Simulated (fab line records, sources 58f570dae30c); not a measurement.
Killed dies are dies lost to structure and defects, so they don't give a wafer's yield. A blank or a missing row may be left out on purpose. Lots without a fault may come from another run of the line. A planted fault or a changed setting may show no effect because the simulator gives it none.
Chamber matching | flow berkeley_cmos170 | UCB170_V2_CMP_02 on cmp-02: 4 sister chambers
The step polishes SiO2. 14 wafers are shown with their chamber, then 7 later ones without.

WAFERS WITH THEIR CHAMBER
wafer  | chamber | motor_current_A (A)
L868.1 | 1       | 17.0
L868.2 | 2       | 17.0
L868.5 | 2       | 16.7
L874.1 | 3       | 17.7
L874.5 | 3       | 18.2
L874.6 | 0       | 17.0
L878.4 | 0       | 16.3
L878.5 | 0       | 16.8
L878.6 | 1       | 16.8
L879.2 | 0       | 17.3
L879.5 | 2       | 17.7
L879.6 | 1       | 16.3
L884.1 | 3       | 18.4
L884.4 | 0       | 17.1

SIGNATURES (means of the wafers above)
reading         | chamber 0 | chamber 1 | chamber 2 | chamber 3 | scatter within a chamber
motor_current_A | 16.900    | 16.700    | 17.133    | 18.100    | 0.403
Rule: a wafer's distance from a chamber is the root of the sum, over the readings, of the square of ((its reading less the chamber's mean) divided by the reading's scatter). The wafer belongs to the nearest chamber; if the next one is less than 2 further off, it can't be placed. The scatter: the root of (the sum of the squares of (reading less its chamber's mean) over the shown wafers, divided by (wafers less chambers)).

WAFERS WITHOUT THEIR CHAMBER
wafer  | motor_current_A (A)
L884.5 | 16.2
L887.1 | 18.4
L887.2 | 16.1
L887.5 | 18.5
L889.1 | 17.1
L889.2 | 16.5
L889.3 | 18.4

WHICH CHAMBER EACH WENT THROUGH
wafer  | from the rows above          | in truth
L884.5 | can't be placed: 1 or 0 or 2 | 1
L887.1 | 3                            | 3
L887.2 | can't be placed: 1 or 0 or 2 | 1
L887.5 | 3                            | 3
L889.1 | can't be placed: 2 or 0 or 1 | 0
L889.2 | can't be placed: 1 or 0 or 2 | 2
L889.3 | 3                            | 3
Placed correctly: 3 of 7. Can't be placed from these rows: 4 (the true chamber is among the candidates in 4). Placed wrongly: 0.
